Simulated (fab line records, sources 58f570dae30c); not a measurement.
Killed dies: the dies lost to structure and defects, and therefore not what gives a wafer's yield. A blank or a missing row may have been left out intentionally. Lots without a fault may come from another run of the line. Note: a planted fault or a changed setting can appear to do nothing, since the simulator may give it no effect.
Problem report in the 8D (eight disciplines) form, filled by code + flow berkeley cmos170 + the parts of the form that need people (team, actions taken, sign-off) are left out

1. THE ISSUE
Wafers without a fault read 904.5, standard deviation 1.1; wafer_temp_C_max at UCB170_CONTACT_RTA_08 reads a mean of 939.3 on 9 wafers belonging to 3 lots. Measured from the usual mean, that is +32 standard deviations.
The step: time 10 s.
Seen first at day 11 00:41 on rtp anneal-01, wafer L855.2. Wafers with a number at this step in the record: 45, from 15 lots. Rule for "out" (also "out of limits"): further than 4 standard deviations from the usual mean. All remaining wafers that have a number are taken as sound.

2. WHAT IT IS, WHAT IT ISN'T
| question                    | is                               | is not                                                                    |
|-----------------------------|----------------------------------|---------------------------------------------------------------------------|
| which readings at this step | wafer_temp_C_max, lamp power pct | -                                                                         |
| which lots                  | L855, L856, L858                 | L840, L843, L844, L845, L846, L847, L848, L849, L851, L853, L857, L860    |
| which wafers of those lots  | all that have a number           | -                                                                         |
| read on which tools         | rtp anneal-01                    | rtp anneal-02                                                             |
| when                        | from day 11 00:41                | up to then (30 sound wafers); but 6 sound wafers of L857, L860 came after |

3. WHAT RULES OUT EACH SUSPECT
Counting: a tool at any process step up to the reading remains a suspect when it ran all the lots that are out and ran no sound lot after the first of those.
- rtp anneal-01 at UCB170_CONTACT_RTA_08 (time 10 s): kept. It ran every lot that is out, first L855 (day 11 00:41), and no sound lot after that; its last sound lot up to then is L851 (day 10 07:51). On those wafers its own readings are out: lamp power pct, wafer_temp_C_max.
The count leaves rtp anneal-01 at UCB170_CONTACT_RTA_08.

4. THE CAUSE (what the simulator had put in)
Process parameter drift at UCB170_CONTACT_RTA_08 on rtp anneal-01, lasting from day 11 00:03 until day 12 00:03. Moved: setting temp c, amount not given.
Counting left only this tool.

5. SEQUENCE OF EFFECTS, ordered by route
Each row: a reading whose mean over the struck wafers that have a number lies more than 3 standard deviations from the usual. Only readings whose record carries a usual standard deviation are examined. hours: median over the lots of the time between each lot's start at the first step of this table that gives one and its start at this step. sigmas: the change, counted in usual standard deviations.
| hours | step                  | reading          | usual  | on struck wafers | change | sigmas |
|-------|-----------------------|------------------|--------|------------------|--------|--------|
| 0     | UCB170_CONTACT_RTA_08 | lamp power pct   | 22.1 % | 25.0             | +2.9   | +5.2   |
| 0     | UCB170_CONTACT_RTA_08 | wafer_temp_C_max | 904.5  | 939.3            | +34.8  | +32    |
Here are the process steps it includes:
- UCB170_CONTACT_RTA_08: time 10 s.
At these later measuring or inspecting steps, every struck wafer for which the step has a row has a number for every such reading, and none has moved that far: UCB170_M1_CD_MEAS_09, UCB170_V1_BOW_MEAS_03.

6. WHAT WOULD HAVE CAUGHT IT SOONER
In this record the first reading out of limits was taken at day 11 00:41, 1 hour after the fault began at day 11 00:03.
